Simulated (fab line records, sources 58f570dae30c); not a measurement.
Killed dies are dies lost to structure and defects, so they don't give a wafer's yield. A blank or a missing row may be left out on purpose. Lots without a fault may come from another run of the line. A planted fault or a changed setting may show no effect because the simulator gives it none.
Which tool did it? | flow berkeley_cmos170 | 6 lots, 18 wafers sampled, at 2 steps of a route of 331

WHAT THE GAUGES READ, wafer by wafer
UCB170_CONTACT_CD_MEAS_15: target cd 700 nm.
lot  | measured     | on        | cd_nm (nm)
L903 | day 8 15:08  | cd_sem-01 | 698.8 699.4 699.3
L908 | day 9 20:03  | cd_sem-02 | 750.8 749.6 749.9
L919 | day 12 10:59 | cd_sem-02 | 698.1 698.7 697.9
L917 | day 12 13:02 | cd_sem-01 | 700.7 700.4 701.5
L921 | day 12 14:04 | cd_sem-02 | 698.7 698.7 697.9
L924 | day 14 06:21 | cd_sem-02 | 699.3 700.2 699.9

WHICH TOOL RAN EACH LOT (tool, then ch and the chambers of the sampled wafers, then the start)
lot  | UCB170_CONTACT_EXPOSE_12
L903 | krf_scanner-01 ch 0, day 8 14:44
L908 | krf_scanner-02 ch 0, day 9 19:30
L919 | krf_scanner-01 ch 0, day 12 10:35
L917 | krf_scanner-02 ch 0, day 12 12:37
L921 | krf_scanner-01 ch 0, day 12 13:40
L924 | krf_scanner-02 ch 0, day 14 05:26
- UCB170_CONTACT_EXPOSE_12: exposes mask CONT, target cd 700 nm.

THE ANSWER, worked out from the rows above alone
Rule: what is usual is taken from the lots themselves. Put in order of their means at a reading, lots are off if they are a third of the lots or fewer, leave a main group of 4 or more, and stand apart from it by a gap of 3 or more times the standard deviation of the main group's means; of several such gaps the widest counts. A main group whose means are all the same, to the digits that the tables above print for the reading, isn't used. A lot without any number at a reading at which 4 lots or more have one is off too. The other lots that the step has rows for count as sound.
Off: L908, at UCB170_CONTACT_CD_MEAS_15 (cd_nm). The main group: mean 699.3 nm, standard deviation 0.96.
A tool fits if, at a process step before that reading, it ran every lot that is off, and no sound lot after the first of them. The gauges at UCB170_CONTACT_CD_MEAS_15 are tried like those tools. None of those tried fits.

WHAT THE SIMULATOR HAD PUT IN
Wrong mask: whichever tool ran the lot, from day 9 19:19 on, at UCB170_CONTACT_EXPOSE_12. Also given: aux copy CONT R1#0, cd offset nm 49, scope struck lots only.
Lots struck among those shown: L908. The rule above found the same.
